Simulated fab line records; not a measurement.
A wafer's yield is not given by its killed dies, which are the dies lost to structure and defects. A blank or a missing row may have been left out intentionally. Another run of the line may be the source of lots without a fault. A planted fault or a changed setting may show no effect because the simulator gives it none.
Struck lot and sound lot, side by side ; flow rit cmos ; 18 steps out of a route of 202
Sound: these wafers, L115.2, L115.3, L115.6. Wafers L123.1, L123.4, L123.5 were the ones struck. The cause comes at the end.
For every step that has rows: the tool of each side, followed by ch and its chambers, followed by its first start. Under that, the readings that differ: sound wafers ; struck wafers ; difference of the means ; sigmas: that difference in standard deviations of wafers without a fault.
alike: readings with means less than 2 such deviations apart, plus words and numbers identical on both sides. not compared: withheld readings, readings lacking a value on some wafer, bounds such as >300 that could conceal the same value, and numbers that have no deviation in the record and whose values overlap.
A row with sigmas, a row that says differs or no value, or rows on one side alone: a step with any of these is where the two part. Numbers that have no deviation but don't overlap get no sigmas and don't part them. A reading missing from all wafers of one side parts the sides only when that side holds two or more wafers.

RIT_M1_SPUTTER_00: material Al, target thk 400 nm, time 500 s.
  sound: pvd sputter-01 at day 3 06:38; struck: pvd sputter-03 at day 5 01:46
reading;sound;struck;difference;sigmas
throttle valve pct (%);29.4 28.8 29.8;31.8 30.6 31.9;+2.1;+2
RIT_M1_RS_MEAS_01: measures by four-point-probe.
  sound: film metro-02 at day 3 06:56; struck: film metro-01 at day 5 02:04
  alike: M1_AL_RS
RIT_M1_THK_MEAS_02: measures by xrf.
  sound: film metro-02 at day 3 07:03; struck: film metro-01 at day 5 02:11
  alike: M1_AL_THK
then, 6 steps without rows for these wafers: RIT_M1_HMDS_03 (prime time 60 s); RIT_M1_COAT_04 (resist thk 1300 nm); RIT_M1_SOFTBAKE_05 (time 60 s); RIT_M1_EXPOSE_06 (exposes mask M12, target cd 2600 nm); RIT_M1_PEB_07; RIT_M1_DEVELOP_08 (develop time 68 s).
RIT_M1_CD_MEAS_09 targets a cd of 2600 nm.
  sound: cd sem-02 at day 3 08:00; struck: cd sem-01 at day 5 03:07
  alike: cd nm
RIT_M1_OVL_MEAS_10:
  sound: overlay-02 at day 3 08:07; struck: overlay-01 at day 5 03:14
  alike: M1_OVL
then, 1 step without rows for these wafers: RIT_M1_HARDBAKE_11 (time 120 s).
RIT_M1_METAL_ETCH_12: etches Al in Cl2/BCl3, stops on SiO2, time 165 s, target depth 600 nm.
  sound on rie metal-03 ch 0,1, day 3 08:37; struck on rie metal-02 ch 1, day 5 03:32
reading;sound;struck;difference;sigmas
oes product au (a.u.);0.772 0.771 0.758;0.619 0.628 0.630;-0.141;-14
over etch frac;0.5 0.5 0.5;1.25 1.25 1.25;+0.75;
model.NOVOLAK_of_M1_COAT_04.thk nm (nm);800.2 797.1 805.7;646.9 645.1 642.5;-156.2;
model.M1.feature depth nm (nm);422.3 426.7 427;441.8 454 440.6;+20.1;
model.SiO2_of_CONTACT_CVD_00.thk nm (nm);370.4 363.9 372.2;342.8 350 349.5;-21.4;
  alike: drypump motor current A, throttle valve pct
  not compared: rf hours counter h
then, 1 step without rows for these wafers: RIT_M1_STRIP_13 (strips in nmp, time 600 s).
RIT_M1_STRIP_14: strips in O2, time 180 s.
  sound on plasma asher-02 ch 0,1, day 3 08:57; struck on plasma asher-03 ch 0,1, day 5 03:53
  alike: drypump motor current A
  not compared: rf hours counter h
RIT_M1_CD_MEAS_90 targets a cd of 2600 nm.
  sound: cd sem-01 at day 3 09:09; struck: cd sem-01 at day 5 04:03
reading;sound;struck;difference;sigmas
cd nm (nm);2602.6 2601.3 2599.3;2588.3 2586.6 2587.5;-13.6;-5
then, 1 step without rows for these wafers: RIT_M1_ANNEAL_15 (time 1800 s).
RIT_M1_PROBE_99:
  sound: prober-01 at day 3 11:14; struck: prober-01 at day 5 05:47
reading;sound;struck;difference;sigmas
defect limited yield (%);95.8 92.8 94.7;98.5 97.3 99.2;+3.9;+4
killed at front end;11 19 14;4 7 2;-10;-3
killed dies;11 19 14;4 7 2;-10;-3
killed short;8 10 8;2 4 0;-7;-3
model.etest.antenna m1.vt shift v (V);-0.01357 -0.01256 -0.01123;-0.02743 -0.02756 -0.02542;-0.01435;
  alike: killed at contacts, killed open

== WHERE THEY PART ==
Last at RIT_M1_PROBE_99 as far as this record goes, first at RIT_M1_SPUTTER_00.

WHY: whatever the simulator had introduced
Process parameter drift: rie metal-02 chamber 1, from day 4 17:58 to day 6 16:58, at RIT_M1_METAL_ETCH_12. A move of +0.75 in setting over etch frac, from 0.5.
